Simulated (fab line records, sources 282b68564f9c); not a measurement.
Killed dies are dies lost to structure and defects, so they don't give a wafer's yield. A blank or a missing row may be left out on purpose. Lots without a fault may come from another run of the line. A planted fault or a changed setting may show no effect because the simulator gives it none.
Which tool did it? | flow rit_cmos | 8 lots, 24 wafers sampled, at 2 steps of a route of 202

WHAT THE GAUGES READ, wafer by wafer
RIT_PRETRO_OVL_MEAS_06.
lot  | measured    | on         | PRETRO_OVL (nm)
L927 | day 2 16:32 | overlay-02 | 0.6 -0.9 1.2
L929 | day 3 06:05 | overlay-01 | -2.8 -0.3 -2.7
L934 | day 4 05:01 | overlay-01 | -1.0 -1.1 -2.3
L936 | day 4 18:04 | overlay-01 | -1.9 0.0 -1.8
L939 | day 5 06:43 | overlay-01 | 0.9 0.0 -0.6
L941 | day 5 13:57 | overlay-01 | -149.8 -149.9 -147.6
L943 | day 5 22:24 | overlay-02 | -148.1 -149.4 -148.4
L949 | day 7 05:16 | overlay-01 | -3.7 -2.6 -3.2

WHICH TOOL RAN EACH LOT (tool, then ch and the chambers of the sampled wafers, then the start)
lot  | RIT_PRETRO_EXPOSE_03
L927 | iline_stepper-01 ch 0, day 2 16:07
L929 | iline_stepper-01 ch 0, day 3 05:41
L934 | iline_stepper-01 ch 0, day 4 04:36
L936 | iline_stepper-02 ch 0, day 4 17:35
L939 | iline_stepper-01 ch 0, day 5 06:11
L941 | iline_stepper-02 ch 0, day 5 13:31
L943 | iline_stepper-02 ch 0, day 5 21:59
L949 | iline_stepper-01 ch 0, day 7 04:50
- RIT_PRETRO_EXPOSE_03: exposes mask M5, target cd 43700 nm.

THE ANSWER, worked out from the rows above alone
Rule: what is usual is taken from the lots themselves. Put in order of their means at a reading, lots are off if they are a third of the lots or fewer, leave a main group of 4 or more, and stand apart from it by a gap of 3 or more times the standard deviation of the main group's means; of several such gaps the widest counts. A main group whose means are all the same, to the digits that the tables above print for the reading, isn't used. A lot without any number at a reading at which 4 lots or more have one is off too. The other lots that the step has rows for count as sound.
Off: L941, L943, at RIT_PRETRO_OVL_MEAS_06 (PRETRO_OVL). The main group: mean -1.2 nm, standard deviation 1.2.
A tool fits if, at a process step before that reading, it ran every lot that is off, and no sound lot after the first of them. The gauges at RIT_PRETRO_OVL_MEAS_06 are tried like those tools. One fits: iline_stepper-02 at RIT_PRETRO_EXPOSE_03. Its last sound lot is L936 (day 4 17:35), its first lot that is off L941 (day 5 13:31): a fault that began between those two fits.

WHAT THE SIMULATOR HAD PUT IN
Scanner matching overlay: iline_stepper-02, from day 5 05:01 on, at RIT_PRETRO_EXPOSE_03. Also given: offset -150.
Lots struck among those shown: L941, L943. The rule above found the same.
